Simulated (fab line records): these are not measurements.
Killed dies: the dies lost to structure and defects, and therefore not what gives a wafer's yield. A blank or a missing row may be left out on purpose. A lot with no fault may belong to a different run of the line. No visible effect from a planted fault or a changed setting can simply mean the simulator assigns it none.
The same fault as seen by 2 desks / flow ritCmos / every desk sees just its own numbers, and what lay behind them comes last

AT THE TOOL OWNER'S DESK: pecvd-01
The tool's own readings at RIT_CONTACT_CVD_00 (deposits SiO2 from TEOS, target thk 400 nm, time 61 s): means of the sampled wafers that have a number, for each lot that ran on this tool. If a lot's mean is further than 4 standard deviations from the usual mean, the lot is out of limits and carries the mark OUT (the distance appears in the brackets).
Columns: A = heaterPowerW at RIT_CONTACT_CVD_00, usual 322 W; B = runLengthS at RIT_CONTACT_CVD_00, usual 89.0 s
lot=L298; first seen here=day 3 17:45; A=286; B=89.7
lot=L301; first seen here=day 4 11:49; A=294; B=89.3
lot=L304; first seen here=day 4 21:34; A=302; B=90.1
lot=L307; first seen here=day 5 11:40; A=271; B=89.3
lot=L310; first seen here=day 6 02:38; A=281; B=89.4
lot=L313; first seen here=day 6 22:45; A=296; B=84.8 (-5.6) OUT
lot=L316; first seen here=day 7 16:39; A=287; B=84.9 (-5.5) OUT
Finding of this desk: L313, L316 out of limits; the first was L313 at day 6 22:45, on runLengthS at RIT_CONTACT_CVD_00. L298, L301, L304, L307, L310: within limits.

METROLOGY DESK
Means of the sampled wafers that have a number, per lot and without regard to the tool the lot ran on: this is what the gauges read. If a lot's mean is further than 4 standard deviations from the usual mean, the lot is out of limits and carries the mark OUT (the distance appears in the brackets).
Columns: A = CONTACT_TEOS_THK at RIT_CONTACT_THK_MEAS_01, usual 399 nm
lot=L296; first seen here=day 3 13:22; A=403
lot=L298; first seen here=day 3 17:49; A=398
lot=L299; first seen here=day 3 22:06; A=402
lot=L301; first seen here=day 4 11:53; A=395
lot=L300; first seen here=day 4 11:56; A=400
lot=L303; first seen here=day 4 16:33; A=399
lot=L304; first seen here=day 4 21:37; A=396
lot=L305; first seen here=day 5 01:09; A=403
lot=L306; first seen here=day 5 06:23; A=401
lot=L307; first seen here=day 5 11:43; A=392
lot=L310; first seen here=day 6 02:41; A=398
lot=L313; first seen here=day 6 22:49; A=371 (-5.4) OUT
lot=L316; first seen here=day 7 16:42; A=367 (-6.3) OUT
lot=L318; first seen here=day 8 08:42; A=403
Per this desk, out of limits: L313, L316; the first was L313, day 6 22:49 (CONTACT_TEOS_THK at RIT_CONTACT_THK_MEAS_01). L296, L298, L299, L301, L300, L303, L304, L305, L306, L307, L310, L318: within limits.

ALL TOGETHER
An alarm could have come from the tool owner's desk at day 6 22:45, on L313, L316.
An alarm was possible from the metrology desk at day 6 22:49, on L313, L316.
On pecvd-01, each named lot ran RIT_CONTACT_CVD_00.

WHAT WAS PUT IN BY THE SIMULATOR
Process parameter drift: pecvd-01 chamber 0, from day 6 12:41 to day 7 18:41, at RIT_CONTACT_CVD_00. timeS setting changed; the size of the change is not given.
Shown lots that were struck: L313, L316.
Fault start to first reading out of limits, in hours, per desk: tool owner, 10; metrology, 10.
